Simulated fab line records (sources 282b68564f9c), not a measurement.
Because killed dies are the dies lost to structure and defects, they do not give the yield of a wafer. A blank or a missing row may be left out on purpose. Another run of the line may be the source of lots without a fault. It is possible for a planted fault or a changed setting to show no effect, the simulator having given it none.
A struck lot beside a sound one    flow ritCmos    30 steps out of a route of 202
Sound: these wafers, L488.2, L488.4, L488.5. Struck: wafers L495.3, L495.6. (L495.4 of the same lot was not struck and is left out.) The cause comes at the end.
At each step with rows: each side's tool, then ch and its chambers, then its first start. Under that, the readings that differ: sound wafers    struck wafers    difference of the means    sigmas: that difference in standard deviations of wafers without a fault.
alike: same words and numbers on both sides, and readings whose means sit less than 2 such deviations apart. not compared: any withheld reading, any reading some wafer has no value for, any bound like >300 that may hide the same value, and any number with overlapping values for which the record gives no deviation.
Wherever a step has rows on one side only, a row that says differs or no value, or a row with sigmas, the two part there. Non-overlapping numbers with no deviation appear without sigmas and do not part them. A reading missing from all wafers of one side parts the sides only when that side holds two or more wafers.

first, 6 steps without rows for these wafers: RIT_SDANNEAL_RTA_03 (time 5 s); RIT_SILICIDE_WET_ETCH_00 (etches SiO2 in BOE, target depth 14 nm, time 15 s); RIT_SILICIDE_SPUTTER_01 (material Ti, target thk 30 nm, time 240 s); RIT_SILICIDE_RTA_04 (time 10 s, ramp up 5 s, ramp down 5 s); RIT_SILICIDE_WET_ETCH_05 (etches Ti in SPM, time 120 s); RIT_SILICIDE_RTA_06 (time 10 s, ramp up 5 s, ramp down 10 s).
RIT_CONTACT_CVD_00: deposits SiO2 from TEOS, target thk 400 nm, time 61 s.
  sound on pecvd-01 ch 0,1, day 4 02:06; struck on pecvd-01 ch 0, day 5 10:53
reading                                  sound              struck       difference  sigmas
model.SiO2_of_CONTACT_CVD_00.thkNm (nm)  400.1 403.7 406.5  442.4 446.7  +41.1       
  alike: heaterPowerW, susceptorTempC
RIT_CONTACT_THK_MEAS_01:
  sound on filmMetro-04 at day 4 02:10; struck on filmMetro-03 at day 5 10:57
reading                sound        struck   difference  sigmas
CONTACT_TEOS_THK (nm)  400 403 407  442 446  +41         +8
then, 7 steps without rows for these wafers: RIT_CONTACT_HMDS_02 (prime time 60 s); RIT_CONTACT_COAT_03 (resist thk 1000 nm); RIT_CONTACT_SOFTBAKE_04 (time 60 s); RIT_CONTACT_EXPOSE_05 (exposes mask M11, target cd 1000 nm); RIT_CONTACT_PEB_06; RIT_CONTACT_DEVELOP_07 (develop time 125.5 s); RIT_CONTACT_HARDBAKE_10 (time 60 s).
RIT_CONTACT_ETCH_11: etches SiO2 in CHF3/CF4/Ar, stops on TiSi2, target depth 480 nm, time 320 s.
  sound on rieDiel-03 ch 0,2, day 4 03:37; struck on rieDiel-02 ch 0,2, day 5 12:26
reading                            sound              struck       difference  sigmas
oesProductAu (a.u.)                0.977 0.969 0.975  1.003 1.005  +0.030      +2
model.CONTACT.featureDepthNm (nm)  400.1 403.7 406.5  442.4 446.7  +41.1       
model.etch.depthNm (nm)            400.1 403.7 406.5  442.4 446.7  +41.1       
  alike: drypumpMotorCurrentA, throttleValvePct
  not compared: rfHoursCounterH
then, 11 steps without rows for these wafers: RIT_CONTACT_STRIP_12 (strips in O2, time 180 s); RIT_CONTACT_CLEAN_13 (cleans in SC1, time 600 s); RIT_CONTACT_CLEAN_14 (cleans in SC2, time 600 s); RIT_M1_SPUTTER_00 (material Al, target thk 400 nm, time 500 s); RIT_M1_HMDS_03 (prime time 60 s); RIT_M1_COAT_04 (resist thk 1300 nm); RIT_M1_SOFTBAKE_05 (time 60 s); RIT_M1_EXPOSE_06 (exposes mask M12, target cd 2600 nm); RIT_M1_PEB_07; RIT_M1_DEVELOP_08 (develop time 68 s); RIT_M1_HARDBAKE_11 (time 120 s).
RIT_M1_METAL_ETCH_12: etches Al in Cl2/BCl3, stops on SiO2, time 165 s, target depth 600 nm.
  sound on rieMetal-02 ch 0,1, day 4 06:25; struck on rieMetal-01 ch 0,1, day 5 15:05
reading                                  sound            struck       difference  sigmas
model.SiO2_of_CONTACT_CVD_00.thkNm (nm)  363.7 367.7 370  405.7 409.3  +40.4       
  alike: drypumpMotorCurrentA, oesProductAu, throttleValvePct
  not compared: rfHoursCounterH
then, 1 step without rows for these wafers: RIT_M1_STRIP_13 (strips in nmp, time 600 s).
RIT_M1_PROBE_99:
  sound on prober-02 at day 4 09:05; struck on prober-01 at day 5 17:46
reading                                  sound                        struck                difference  sigmas
killedAtContacts                         0 0 0                        0 2                   +1          +3
model.etest.fieldPMetal.vtV (V)          -29.78 -30.35 -30.03         -31.7 -31.78          -1.7        
model.etest.antennaContact.vtShiftV (V)  -0.01314 -0.01002 -0.009949  -0.0003493 -0.006643  +0.0075402  
  alike: killed_at_M0_to_M3, killedAtFrontEnd, killedDies, killedOpen, killedShort

== WHERE THEY PART ==
At RIT_CONTACT_THK_MEAS_01 first; at RIT_M1_PROBE_99 last (within this record only).

WHY: what had been put in by the simulator
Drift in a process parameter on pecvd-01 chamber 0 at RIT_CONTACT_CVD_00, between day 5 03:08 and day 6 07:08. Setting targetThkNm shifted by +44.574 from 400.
